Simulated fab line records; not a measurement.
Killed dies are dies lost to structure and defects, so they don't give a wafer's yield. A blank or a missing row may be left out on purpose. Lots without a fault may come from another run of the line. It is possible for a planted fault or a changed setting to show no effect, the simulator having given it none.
fab line records | flow rit_cmos
record lots=7 | wafers=21 | last_day=5
route steps=202 shown ACTIVE@8 FOX1@20 M1@202
lots with no fault: from the same line, run without faults
start_h: start of the lot's first displayed wafer, in hours after the record's first day | wait_h: hours from the lot's prior step to this one | " unchanged from the row above | L1.1+2: a single row standing in for several wafers | - no value present, or no start provided | * or withheld: withheld | < > ~ a bound
route shown NAME@n: names a module that has steps shown in the file, with the first one's number in the route | usual: the fault-free wafers' mean and standard deviation | same: alike in all rows | chamber/n: place in a boat | sites: each site's reading | _std_site: the values' standard deviation | _edge_site: outer sites' mean less inner sites' | radius_mm: how far each site lies from the wafer's centre | mask NAME#n: copy n | behind: the last tool/chamber to shape the wafer | hold: what put the lot on hold/how long, in hours/how the hold closed | device: transistor that didn't switch, given as n, p or np | end of line: at the end of the route, the tests of the same wafers | for a step that has no rows: nothing shown but its recipe | killed: dies lost to structure and defects at the first sort, not the wafer's yield | map: shows each die of a wafer: x if killed, . if not, _ if none is there
set.NAME: the run value of the setting; set.NAME@STEP: its run value at that earlier step | model.NAME: the simulator's own value behind a step, which no gauge read
lots at selected steps of the route; one table per step, one row per wafer
services: the hour from which a tool's chamber was out of use, counted from the record's first day as start_h (under 0 if before that day), plus the number of hours and why
## steps
# step RIT_ACTIVE_SOFTBAKE_07
# recipe resist=NOVOLAK | temp_c=90 | time_s=60
# step RIT_ACTIVE_EXPOSE_08
# recipe mask_id=M1 | na=0.6 | source_shape=conventional | sigma_outer=0.6 | target_cd_nm=1400 | dose_mj=225
# step RIT_ACTIVE_PEB_09
# recipe resist=NOVOLAK | temp_c=withheld | time_s=withheld
# step RIT_ACTIVE_DEVELOP_10
# recipe resist=NOVOLAK | develop_time_s=50 | dev_temp_c=24.11
# step RIT_ACTIVE_CD_MEAS_11
# recipe target_cd_nm=1400
# usual cd_nm=1400.4/1.9
lot.wafer | tool      | chamber | start_h | wait_h | cd_nm
L801.1    | cd_sem-01 | -       | 15.46   | -      | 1404.3
L801.2    | "         | -       | "       | "      | 1405.0
L801.4    | "         | -       | "       | "      | 1403.7
L805.2    | cd_sem-02 | -       | 35.15   | -      | 1402.4
L805.4    | "         | -       | "       | "      | 1402.5
L805.5    | "         | -       | "       | "      | 1401.2
L809.1    | cd_sem-01 | -       | 54.65   | -      | 1401.8
L809.3    | "         | -       | "       | "      | 1403.1
L809.6    | "         | -       | "       | "      | 1404.0
L810.2    | cd_sem-01 | -       | 61.98   | -      | 1403.1
L810.4    | "         | -       | "       | "      | 1404.0
L810.5    | "         | -       | "       | "      | 1402.7
L811.1    | cd_sem-01 | -       | 64.44   | -      | 1404.3
L811.2    | "         | -       | "       | "      | 1401.2
L811.4    | "         | -       | "       | "      | 1402.6
L813.1    | cd_sem-01 | -       | 77.31   | -      | 1401.3
L813.3    | "         | -       | "       | "      | 1402.5
L813.4    | "         | -       | "       | "      | 1400.9
L814.2    | cd_sem-01 | -       | 80.52   | -      | 1400.2
L814.3    | "         | -       | "       | "      | 1400.5
L814.6    | "         | -       | "       | "      | 1400.4
# step RIT_ACTIVE_HARDBAKE_12
# recipe resist=NOVOLAK | temp_c=140 | time_s=60
# step RIT_ACTIVE_ETCH_13
# recipe stop_on=SiO2 | chemistry=SF6 | target=Si3N4 | time_s=210 | over_etch_frac=0.4 | SF6_flow_sccm=200 | pressure_mtorr=260 | rf_w=125 | target_depth_a=2100
# usual drypump_motor_current_A=5.60/0.3 | oes_product_au=0.817/0.014 | rf_fwd_power_W=124.7/0.38 | throttle_valve_pct=7.47/0.12
lot.wafer | tool        | chamber | start_h | wait_h | drypump_motor_current_A | oes_product_au | rf_fwd_power_W | rf_hours_counter_h | throttle_valve_pct
L801.1    | rie_diel-04 | 2       | 15.73   | 0.1    | 5.71                    | 0.795          | 125.0          | 6                  | 7.50
L801.2    | "           | 0       | "       | "      | 5.51                    | 0.812          | 124.6          | 149                | 7.55
L801.4    | "           | 1       | "       | "      | 5.20                    | 0.805          | 124.7          | 39                 | 7.26
L805.2    | rie_diel-04 | 3       | 35.40   | 0.1    | 5.46                    | 0.818          | 124.9          | 11                 | 7.51
L805.4    | "           | 2       | "       | "      | 5.68                    | 0.793          | 125.1          | 6                  | 7.51
L805.5    | "           | 2       | "       | "      | 5.70                    | 0.791          | 124.8          | -                  | 7.52
L809.1    | rie_diel-02 | 1       | 54.99   | 0.1    | 5.73                    | 0.795          | 123.8          | 5                  | 7.34
L809.3    | "           | 0       | "       | "      | 6.54                    | 0.822          | 124.6          | 128                | 7.43
L809.6    | "           | 3       | "       | "      | 6.01                    | 0.842          | 124.3          | -                  | 7.55
L810.2    | rie_diel-04 | 1       | 62.23   | 0.1    | 5.22                    | 0.818          | 124.3          | 40                 | 7.27
L810.4    | "           | 2       | "       | "      | 5.68                    | 0.799          | 124.6          | 6                  | 7.52
L810.5    | "           | 3       | "       | "      | 5.46                    | 0.818          | 125.3          | -                  | 7.50
L811.1    | rie_diel-03 | 0       | 64.71   | 0.1    | 5.57                    | 0.817          | 124.7          | 5                  | 7.68
L811.2    | "           | 2       | "       | "      | 5.62                    | 0.832          | 123.9          | 149                | 7.28
L811.4    | "           | 3       | "       | "      | 5.77                    | 0.819          | 124.4          | 137                | 7.46
L813.1    | rie_diel-03 | 3       | 77.58   | 0.1    | 5.80                    | 0.823          | 125.0          | 137                | 7.47
L813.3    | "           | 1       | "       | "      | 5.29                    | 0.825          | 124.8          | 6                  | 7.59
L813.4    | "           | 2       | "       | "      | 5.65                    | 0.831          | 124.8          | 150                | 7.28
L814.2    | rie_diel-04 | 0       | 80.77   | 0.1    | 5.53                    | 0.825          | 124.7          | 151                | 7.55
L814.3    | "           | 3       | "       | "      | 5.47                    | 0.828          | 124.9          | 13                 | 7.51
L814.6    | "           | 2       | "       | "      | 5.70                    | 0.808          | 124.8          | -                  | 7.50
# step RIT_ACTIVE_STRIP_14
# recipe chemistry=O2 | time_s=180 | resist=NOVOLAK | platen_temp_c=withheld | power_w=500 | pressure_mtorr=4000 | o2_flow_sccm=4000
# usual drypump_motor_current_A=5.92/0.3
lot.wafer | tool            | chamber | start_h | wait_h | drypump_motor_current_A | rf_hours_counter_h
L801.1    | plasma_asher-03 | 1       | 15.86   | 0.1    | 6.12                    | 35
L801.2    | "               | 0       | "       | "      | 5.90                    | 35
L801.4    | "               | 1       | "       | "      | 6.14                    | -
L805.2    | plasma_asher-03 | 0       | 35.53   | 0.1    | 5.90                    | 37
L805.4    | "               | 1       | "       | "      | 6.12                    | -
L805.5    | "               | 1       | "       | "      | 6.11                    | -
L809.1    | plasma_asher-04 | 1       | 55.13   | 0.1    | 5.37                    | 26
L809.3    | "               | 0       | "       | "      | 5.80                    | -
L809.6    | "               | 0       | "       | "      | 5.78                    | -
L810.2    | plasma_asher-01 | 1       | 62.36   | 0.1    | 6.37                    | 41
L810.4    | "               | 1       | "       | "      | 6.34                    | -
L810.5    | "               | 0       | "       | "      | 5.64                    | -
L811.1    | plasma_asher-01 | 1       | 64.84   | 0.1    | 6.35                    | 42
L811.2    | "               | 0       | "       | "      | 5.63                    | 42
L811.4    | "               | 0       | "       | "      | 5.61                    | -
L813.1    | plasma_asher-03 | 1       | 77.71   | 0.1    | 6.15                    | 42
L813.3    | "               | 0       | "       | "      | 5.92                    | -
L813.4    | "               | 1       | "       | "      | 6.15                    | -
L814.2    | plasma_asher-03 | 0       | 80.90   | 0.1    | 5.92                    | 43
L814.3    | "               | 0       | "       | "      | 5.90                    | -
L814.6    | "               | 1       | "       | "      | 6.14                    | -
# step RIT_ACTIVE_CD_MEAS_90
# recipe target_cd_nm=1400
# usual cd_nm=1400.3/1.9
lot.wafer | tool      | chamber | start_h | wait_h | cd_nm
L801.1    | cd_sem-02 | -       | 16.04   | 0.1    | 1404.3
L801.2    | "         | -       | "       | "      | 1405.2
L801.4    | "         | -       | "       | "      | 1403.0
L805.2    | cd_sem-02 | -       | 35.73   | 0.1    | 1403.1
L805.4    | "         | -       | "       | "      | 1402.9
L805.5    | "         | -       | "       | "      | 1400.8
L809.1    | cd_sem-01 | -       | 55.30   | 0.1    | 1402.1
L809.3    | "         | -       | "       | "      | 1403.4
L809.6    | "         | -       | "       | "      | 1404.2
L810.2    | cd_sem-01 | -       | 62.56   | 0.1    | 1402.9
L810.4    | "         | -       | "       | "      | 1403.7
L810.5    | "         | -       | "       | "      | 1402.2
L811.1    | cd_sem-02 | -       | 65.02   | 0.1    | 1403.8
L811.2    | "         | -       | "       | "      | 1401.3
L811.4    | "         | -       | "       | "      | 1402.8
L813.1    | cd_sem-02 | -       | 77.89   | 0.1    | 1401.1
L813.3    | "         | -       | "       | "      | 1403.0
L813.4    | "         | -       | "       | "      | 1400.4
L814.2    | cd_sem-02 | -       | 81.10   | 0.1    | 1400.1
L814.3    | "         | -       | "       | "      | 1400.5
L814.6    | "         | -       | "       | "      | 1399.9
# step RIT_ACTIVE_CLEAN_15
# recipe chemistry=SC1 | mix=3:3:50 | time_s=600 | temp_c=75
# step RIT_ACTIVE_CLEAN_16
# recipe chemistry=dHF | dilution=50:1 | time_s=30
# step RIT_ACTIVE_CLEAN_17
# recipe chemistry=SC2 | mix=3:3:50 | time_s=600 | temp_c=75 | dry=n2_spin
# step RIT_FOX1_OXIDATION_00
# recipe temp_c=1100 | ambient=H2O | target_thk_a=3507 | p_h2o_torr=720 | ox_time_s=1130
# usual zone_power_centre_pct=52/4.1
lot.wafer | tool       | chamber | start_h | wait_h | zone_power_centre_pct | model.SiO2_of_FOX1_OXIDATION_00.thk_nm
L801.1    | furnace-01 | 0       | 18.62   | 2.1    | 47                    | 360.8
L801.2    | "          | 0       | "       | "      | 47                    | 364.9
L801.4    | "          | 0       | "       | "      | 48                    | 367.2
L805.2    | furnace-04 | 0       | 38.19   | 2.0    | 56                    | 347.9
L805.4    | "          | 0       | "       | "      | 54                    | 357.4
L805.5    | "          | 0       | "       | "      | 55                    | 354.1
L809.1    | furnace-01 | 0       | 57.53   | 1.7    | 46                    | 343
L809.3    | "          | 0       | "       | "      | 48                    | 344.2
L809.6    | "          | 0       | "       | "      | 46                    | 344.5
L810.2    | furnace-04 | 0       | 63.13   | 0.1    | 55                    | 314.5
L810.4    | "          | 0       | "       | "      | 56                    | 307
L810.5    | "          | 0       | "       | "      | 55                    | 302.4
L811.1    | furnace-04 | 0       | 68.56   | 3.0    | 55                    | 302.5
L811.2    | "          | 0       | "       | "      | 55                    | 309.7
L811.4    | "          | 0       | "       | "      | 55                    | 305.8
L813.1    | furnace-01 | 0       | 80.53   | 1.7    | 47                    | 336.5
L813.3    | "          | 0       | "       | "      | 47                    | 333.8
L813.4    | "          | 0       | "       | "      | 47                    | 341.7
L814.2    | furnace-04 | 0       | 82.67   | 0.8    | 55                    | 303.4
L814.3    | "          | 0       | "       | "      | 55                    | 307.7
L814.6    | "          | 0       | "       | "      | 56                    | 305
# step RIT_FOX1_THK_MEAS_01
# recipe reads=SiO2_of_FOX1_OXIDATION_00
# usual FOX1_OXIDE_THK=349/7.6
lot.wafer | tool          | chamber | start_h | wait_h | FOX1_OXIDE_THK[nm]
L801.1    | film_metro-02 | -       | 19.93   | 0.0    | 361
L801.2    | "             | -       | "       | "      | 365
L801.4    | "             | -       | "       | "      | 367
L805.2    | film_metro-04 | -       | 39.52   | 0.0    | 348
L805.4    | "             | -       | "       | "      | 358
L805.5    | "             | -       | "       | "      | 354
L809.1    | film_metro-04 | -       | 58.85   | 0.0    | 343
L809.3    | "             | -       | "       | "      | 344
L809.6    | "             | -       | "       | "      | 344
L810.2    | film_metro-04 | -       | 64.45   | 0.0    | 314
L810.4    | "             | -       | "       | "      | 307
L810.5    | "             | -       | "       | "      | 302
L811.1    | film_metro-04 | -       | 69.87   | 0.0    | 303
L811.2    | "             | -       | "       | "      | 310
L811.4    | "             | -       | "       | "      | 306
L813.1    | film_metro-02 | -       | 81.84   | 0.0    | 336
L813.3    | "             | -       | "       | "      | 334
L813.4    | "             | -       | "       | "      | 342
L814.2    | film_metro-04 | -       | 83.99   | 0.0    | 304
L814.3    | "             | -       | "       | "      | 308
L814.6    | "             | -       | "       | "      | 305
# step RIT_FOX1_WET_ETCH_02
# recipe chemistry=BOE | target_depth_nm=350 | time_s=390 | temp_c=21.5 | dry=n2_spin | dilution=10:1 | target=SiO2
# step RIT_M1_PROBE_99
# usual killed_at_contacts=0.1/0.25 | killed_at_front_end=6.8/2.9 | killed_dies=6.9/2.9 | killed_open=3.3/1.9 | killed_short=3.6/1.9
# same gross_dies=264 | killed_at_M0_to_M3=0 | killed_at_M4_up=0 | killed_at_back_side=0 | killed_at_other=0
lot.wafer | tool      | chamber | start_h | wait_h | killed_at_contacts | killed_at_front_end | killed_dies | killed_open | killed_short | model.etest.nplus_sal.width_nm | model.etest.pplus_sal.width_nm | model.etest.pldd.width_nm | model.etest.nldd.width_nm
L801.1    | prober-02 | -       | 66.14   | 0.1    | 0                  | 6                   | 6           | 2           | 4            | 3423                           | 3397                           | 3176                      | 3176
L801.2    | prober-02 | -       | 66.19   | 0.1    | 0                  | 9                   | 9           | 5           | 4            | 3458                           | 3442                           | 3179                      | 3170
L801.4    | prober-02 | -       | 66.29   | 0.2    | 0                  | 7                   | 7           | 3           | 4            | 3426                           | 3429                           | 3187                      | 3191
L805.2    | prober-02 | -       | 85.60   | 0.1    | 0                  | 7                   | 7           | 3           | 4            | 3425                           | 3426                           | 3186                      | 3179
L805.4    | prober-02 | -       | 85.70   | 0.2    | 0                  | 5                   | 5           | 3           | 2            | 3417                           | 3418                           | 3184                      | 3176
L805.5    | prober-02 | -       | 85.75   | 0.2    | 0                  | 6                   | 6           | 3           | 3            | 3412                           | 3426                           | 3172                      | 3170
L809.1    | prober-02 | -       | 102.17  | 0.1    | 0                  | 7                   | 7           | 2           | 5            | 3475                           | 3470                           | 3201                      | 3186
L809.3    | prober-02 | -       | 102.27  | 0.2    | 0                  | 5                   | 5           | 2           | 3            | 3478                           | 3476                           | 3201                      | 3198
L809.6    | prober-02 | -       | 102.42  | 0.2    | 0                  | 5                   | 5           | 1           | 4            | 3459                           | 3458                           | 3191                      | 3204
L810.2    | prober-01 | -       | 115.43  | 0.1    | 0                  | 2                   | 2           | 1           | 1            | 3482                           | 3482                           | 3233                      | 3251
L810.4    | prober-01 | -       | 115.53  | 0.2    | 0                  | 6                   | 6           | 4           | 2            | 3505                           | 3487                           | 3238                      | 3240
L810.5    | prober-01 | -       | 115.58  | 0.2    | 0                  | 3                   | 3           | 1           | 2            | 3531                           | 3516                           | 3234                      | 3245
L811.1    | prober-02 | -       | 116.88  | 0.1    | 0                  | 6                   | 6           | 2           | 4            | 3500                           | 3519                           | 3240                      | 3227
L811.2    | prober-02 | -       | 116.93  | 0.1    | 0                  | 7                   | 7           | 2           | 5            | 3491                           | 3479                           | 3227                      | 3232
L811.4    | prober-02 | -       | 117.03  | 0.2    | 0                  | 9                   | 9           | 4           | 5            | 3504                           | 3482                           | 3220                      | 3228
L813.1    | prober-01 | -       | 127.08  | 0.1    | 0                  | 8                   | 8           | 5           | 3            | 3456                           | 3448                           | 3188                      | 3184
L813.3    | prober-01 | -       | 127.18  | 0.2    | 0                  | 5                   | 5           | 1           | 4            | 3437                           | 3422                           | 3188                      | 3199
L813.4    | prober-01 | -       | 127.23  | 0.2    | 0                  | 8                   | 8           | 3           | 5            | 3434                           | 3432                           | 3179                      | 3184
L814.2    | prober-02 | -       | 128.63  | 0.1    | 0                  | 2                   | 2           | 1           | 1            | 3503                           | 3489                           | 3226                      | 3224
L814.3    | prober-02 | -       | 128.68  | 0.2    | 0                  | 11                  | 11          | 4           | 7            | 3452                           | 3468                           | 3218                      | 3212
L814.6    | prober-02 | -       | 128.83  | 0.2    | 1                  | 3                   | 4           | 4           | 0            | 3480                           | 3472                           | 3220                      | 3213
# killed by level:class
L801.1 FOX2:geometric_particle:short=2 SPACER:geometric_particle:short=2 FOX2:geometric_particle:open=1 GATE:geometric_particle:open=1
L801.2 FOX2:geometric_particle:short=2 ACTIVE:geometric_particle:open=1 FOX1:geometric_particle:open=1 FOX1:geometric_particle:short=1 SPACER:geometric_particle:open=1 FOX2:geometric_particle:open=1 GATE:geometric_particle:short=1 GATE:geometric_particle:open=1
L801.4 GATE:geometric_particle:short=2 FOX1:geometric_particle:short=1 FOX1:geometric_particle:open=1 FOX2:geometric_particle:short=1 GATE:geometric_particle:open=1 SILICIDE:geometric_particle:open=1
L805.2 FOX1:geometric_particle:short=3 FOX1:geometric_particle:open=1 GATE:geometric_particle:short=1 GATE:geometric_particle:open=1 SILICIDE:geometric_particle:open=1
L805.4 SILICIDE:geometric_particle:open=3 FOX1:geometric_particle:short=1 GATE:geometric_particle:short=1
L805.5 SPACER:geometric_particle:open=2 GATE:geometric_particle:open=1 GATE:geometric_particle:short=1 REOX:geometric_particle:short=1 SILICIDE:geometric_particle:short=1
L809.1 GATE:geometric_particle:short=3 REOX:geometric_particle:short=2 FOX2:geometric_particle:open=1 REOX:geometric_particle:open=1
L809.3 FOX1:geometric_particle:open=1 FOX1:geometric_particle:short=1 GATE:geometric_particle:short=1 REOX:geometric_particle:open=1 SILICIDE:geometric_particle:short=1
L809.6 GATE:geometric_particle:short=3 GATE:geometric_particle:open=1 SPACER:geometric_particle:short=1
L810.2 FOX2:geometric_particle:open=1 SPACER:geometric_particle:short=1
L810.4 GATE:geometric_particle:open=3 FOX1:geometric_particle:short=1 GATE:geometric_particle:short=1 SILICIDE:geometric_particle:open=1
L810.5 SPACER:geometric_particle:short=1 SILICIDE:geometric_particle:open=1 SILICIDE:geometric_particle:short=1
L811.1 GATE:geometric_particle:short=3 GATE:geometric_particle:open=2 FOX1:geometric_particle:short=1
L811.2 GATE:geometric_particle:short=2 FOX1:geometric_particle:short=1 FOX2:geometric_particle:short=1 FOX2:geometric_particle:open=1 SPACER:geometric_particle:open=1 SILICIDE:geometric_particle:short=1
L811.4 FOX1:geometric_particle:open=2 REOX:geometric_particle:short=2 FOX2:geometric_particle:open=1 FOX2:geometric_particle:short=1 GATE:geometric_particle:open=1 GATE:geometric_particle:short=1 SPACER:geometric_particle:short=1
L813.1 GATE:geometric_particle:open=3 FOX1:geometric_particle:open=1 GATE:geometric_particle:short=1 REOX:geometric_particle:open=1 REOX:geometric_particle:short=1 SILICIDE:geometric_particle:short=1
L813.3 SILICIDE:geometric_particle:short=2 FOX1:geometric_particle:short=1 GATE:geometric_particle:short=1 SILICIDE:geometric_particle:open=1
L813.4 FOX1:geometric_particle:short=2 GATE:geometric_particle:open=2 GATE:geometric_particle:short=2 SPACER:geometric_particle:short=1 SILICIDE:geometric_particle:open=1
L814.2 FOX1:geometric_particle:short=1 SILICIDE:geometric_particle:open=1
L814.3 GATE:geometric_particle:short=4 FOX1:geometric_particle:short=2 FOX1:geometric_particle:open=2 GATE:geometric_particle:open=1 REOX:geometric_particle:short=1 REOX:geometric_particle:open=1
L814.6 FOX1:geometric_particle:open=1 GATE:geometric_particle:open=1 SPACER:geometric_particle:open=1 CONTACT:geometric_particle:open=1
## services
tool            | chamber | start_h | hours | kind
rie_diel-03     | 3       | -5.80   | 16.1  | repair
rie_diel-04     | 2       | 12.09   | 2.1   | repair
plasma_asher-01 | -       | 37.51   | 3.4   | repair
rie_diel-03     | 1       | 48.46   | 8.1   | repair
plasma_asher-01 | -       | 48.61   | 8.9   | repair
rie_diel-04     | 3       | 52.55   | 3.8   | repair
furnace-01      | -       | 65.98   | 2.4   | pm
plasma_asher-01 | -       | 74.01   | 19.3  | repair
## key
first_sign step=RIT_FOX1_THK_MEAS_01 | reading=FOX1_OXIDE_THK | direction=down | sigmas=5.6 | usual=349 | struck=306
effect none on later readings
model_effect step=RIT_FOX1_OXIDATION_00 | value=SiO2_of_FOX1_OXIDATION_00.thk_nm | without=351 | struck=306.4
model_effect step=RIT_M1_PROBE_99 | value=etest.nplus_sal.width_nm | without=3446 | struck=3494
met_at RIT_FOX1_OXIDATION_00
struck_wafers L810.2,L810.4,L810.5,L811.1,L811.2,L811.4,L814.2,L814.3,L814.6
tester_left_out L810,L811,L814
onset_between 38.19 63.13
fault kind=process_parameter_drift | tool=furnace-04 | chamber=- | onset_h=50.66 | steps=RIT_FOX1_OXIDATION_00 | channel=ox_time_s | offset=* | shape=step | end_h=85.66 | acts_in=* | stated=*
# tester_left_out: of these lots the tester's yield and bins aren't shown, on N5 and GAA mostly nor the transistor test; their killed dies are dies lost to structure and defects alone, not to doping, threshold or leakage, so they don't give the yield
